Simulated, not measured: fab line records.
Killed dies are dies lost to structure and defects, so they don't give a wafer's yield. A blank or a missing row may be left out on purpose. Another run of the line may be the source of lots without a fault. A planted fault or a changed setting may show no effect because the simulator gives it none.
Lot-split experiment || flow rit cmos || 5 lots, 23 wafers read, on a route of 202 steps

## THE SPLIT ITSELF
At RIT_CONTACT_EXPOSE_05 (exposes mask M11, target cd 1000 nm), the setting dose mj was moved away from the recipe's 250 on 8 of the 23 wafers read, by +4.6% to +7.4%. The other wafers ran this setting at the recipe's value.

## FROM THE SPLIT TO THE READING: what the file shows between them, 5 steps
- RIT_CONTACT_PEB_06
- RIT_CONTACT_DEVELOP_07: develop time 120 s
- RIT_CONTACT_CD_MEAS_08: target cd 1000 nm
- RIT_CONTACT_ETCH_11: etches SiO2 in CHF3/CF4/Ar, stops on TiSi2, target depth 480 nm, time 320 s (also split here: rf w)
- RIT_CONTACT_STRIP_12: strips in O2, time 180 s

## THE READING
At RIT_CONTACT_CD_MEAS_90: cd nm in nanometres, against a target cd of 1000 nm. Fault-free wafers of this fab line usually give 1000.3 nm, standard deviation 1.9 nm.

{"wafer": "L074.2", "tool, chamber at the split": "iline stepper-01, 0", "dose mj as run": 250, "against the recipe": "recipe", "cd nm, nm": 1000.5, "against lot-mates on the recipe": "-"}
{"wafer": "L074.3", "tool, chamber at the split": "iline stepper-01, 0", "dose mj as run": 250, "against the recipe": "recipe", "cd nm, nm": 999.8, "against lot-mates on the recipe": "-"}
{"wafer": "L074.4", "tool, chamber at the split": "iline stepper-01, 0", "dose mj as run": 250, "against the recipe": "recipe", "cd nm, nm": 999.1, "against lot-mates on the recipe": "-"}
{"wafer": "L074.5", "tool, chamber at the split": "iline stepper-01, 0", "dose mj as run": 250, "against the recipe": "recipe", "cd nm, nm": 999.2, "against lot-mates on the recipe": "-"}
{"wafer": "L074.6", "tool, chamber at the split": "iline stepper-01, 0", "dose mj as run": 250, "against the recipe": "recipe", "cd nm, nm": 1001.4, "against lot-mates on the recipe": "-"}
{"wafer": "L076.2", "tool, chamber at the split": "iline stepper-01, 0", "dose mj as run": 261.4, "against the recipe": "+4.6%", "cd nm, nm": 1013.2, "against lot-mates on the recipe": "+11.9"}
{"wafer": "L076.3", "tool, chamber at the split": "iline stepper-01, 0", "dose mj as run": 261.4, "against the recipe": "+4.6%", "cd nm, nm": 1012.8, "against lot-mates on the recipe": "+11.5"}
{"wafer": "L076.4", "tool, chamber at the split": "iline stepper-01, 0", "dose mj as run": 261.4, "against the recipe": "+4.6%", "cd nm, nm": 1011.8, "against lot-mates on the recipe": "+10.5"}
{"wafer": "L076.5", "tool, chamber at the split": "iline stepper-01, 0", "dose mj as run": 250, "against the recipe": "recipe", "cd nm, nm": 1002.5, "against lot-mates on the recipe": "-"}
{"wafer": "L076.6", "tool, chamber at the split": "iline stepper-01, 0", "dose mj as run": 250, "against the recipe": "recipe", "cd nm, nm": 1000.1, "against lot-mates on the recipe": "-"}
{"wafer": "L081.1", "tool, chamber at the split": "iline stepper-02, 0", "dose mj as run": 262, "against the recipe": "+4.8%", "cd nm, nm": 1014.3, "against lot-mates on the recipe": "+11.8"}
{"wafer": "L081.2", "tool, chamber at the split": "iline stepper-02, 0", "dose mj as run": 250, "against the recipe": "recipe", "cd nm, nm": 1002.3, "against lot-mates on the recipe": "-"}
{"wafer": "L081.3", "tool, chamber at the split": "iline stepper-02, 0", "dose mj as run": 250, "against the recipe": "recipe", "cd nm, nm": 1002.6, "against lot-mates on the recipe": "-"}
{"wafer": "L081.4", "tool, chamber at the split": "iline stepper-02, 0", "dose mj as run": 262, "against the recipe": "+4.8%", "cd nm, nm": 1014.5, "against lot-mates on the recipe": "+12.0"}
{"wafer": "L081.5", "tool, chamber at the split": "iline stepper-02, 0", "dose mj as run": 262, "against the recipe": "+4.8%", "cd nm, nm": 1014.6, "against lot-mates on the recipe": "+12.1"}
{"wafer": "L083.1", "tool, chamber at the split": "iline stepper-02, 0", "dose mj as run": 250, "against the recipe": "recipe", "cd nm, nm": 1001.4, "against lot-mates on the recipe": "-"}
{"wafer": "L083.2", "tool, chamber at the split": "iline stepper-02, 0", "dose mj as run": 250, "against the recipe": "recipe", "cd nm, nm": 999.9, "against lot-mates on the recipe": "-"}
{"wafer": "L083.5", "tool, chamber at the split": "iline stepper-02, 0", "dose mj as run": 250, "against the recipe": "recipe", "cd nm, nm": 1000.7, "against lot-mates on the recipe": "-"}
{"wafer": "L085.2", "tool, chamber at the split": "iline stepper-01, 0", "dose mj as run": 268.6, "against the recipe": "+7.4%", "cd nm, nm": 1017.7, "against lot-mates on the recipe": "+19.9"}
{"wafer": "L085.3", "tool, chamber at the split": "iline stepper-01, 0", "dose mj as run": 250, "against the recipe": "recipe", "cd nm, nm": 997.3, "against lot-mates on the recipe": "-"}
{"wafer": "L085.4", "tool, chamber at the split": "iline stepper-01, 0", "dose mj as run": 268.6, "against the recipe": "+7.4%", "cd nm, nm": 1016.2, "against lot-mates on the recipe": "+18.4"}
{"wafer": "L085.5", "tool, chamber at the split": "iline stepper-01, 0", "dose mj as run": 250, "against the recipe": "recipe", "cd nm, nm": 997.4, "against lot-mates on the recipe": "-"}
{"wafer": "L085.6", "tool, chamber at the split": "iline stepper-01, 0", "dose mj as run": 250, "against the recipe": "recipe", "cd nm, nm": 998.8, "against lot-mates on the recipe": "-"}

THE FIT
A straight line over all 23 wafers: cd nm changes by +2.55 nm for each +1% of dose mj; r = +0.97; the points scatter about the line by 1.8 nm.
The same after taking each lot's own level away (the mean of its wafers on the recipe; 23 wafers): +2.53 nm for each +1%; r = +0.99; scatter 0.75 nm.
On that fit, the largest move of dose mj shifts the reading by 19 nm.
The span of the lots' own levels, 997.83 to 1002.45 nm, comes to 2.4 times the standard deviation stated above.
The two slopes agree, so the slope changes little with the lot-to-lot level.
Check: for one of the wafers moved furthest among these (+7.4%), held out of the fit, the line's prediction against its lot-mates is +18.5 nm. Against them it came out at +19.9 nm.

## ADDITIONAL SPLITS CARRIED BY THESE WAFERS
These wafers also went through other splits before the reading. Each is held against what the fit with the lots' levels taken away leaves over:
{"other split on the same wafers": "RIT_NLDD_IMPLANT_08 energy kev", "wafers away from the commonest value": 8, "r with cd nm (lot level and that fit taken away)": "+0.17"}
{"other split on the same wafers": "RIT_PSD_COAT_01 resist thk nm", "wafers away from the commonest value": 7, "r with cd nm (lot level and that fit taken away)": "+0.19"}
{"other split on the same wafers": "RIT_CONTACT_ETCH_11 rf w", "wafers away from the commonest value": 8, "r with cd nm (lot level and that fit taken away)": "+0.02"}

## THE WHOLE CHAIN: every reading that the file lists as answering this split, in the file's order
{"step": "RIT_CONTACT_CD_MEAS_08", "what it does": "target cd 1000 nm", "reading": "cd nm", "change (the file's fit)": "+2.54 nm for each +1% of the setting", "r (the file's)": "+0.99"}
{"step": "RIT_CONTACT_ETCH_11", "what it does": "etches SiO2 in CHF3/CF4/Ar, stops on TiSi2, target depth 480 nm, time 320 s", "reading": "CONTACT.cd nm (the simulator's own value, which no gauge read)", "change (the file's fit)": "+2.54 nm for each +1% of the setting", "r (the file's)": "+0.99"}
{"step": "RIT_CONTACT_CD_MEAS_90", "what it does": "target cd 1000 nm", "reading": "cd nm", "change (the file's fit)": "+2.54 nm for each +1% of the setting", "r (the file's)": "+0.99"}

## THE FILE'S OWN FIT
cd nm changes by +2.54 nm for each +1% of dose mj, r = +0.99.
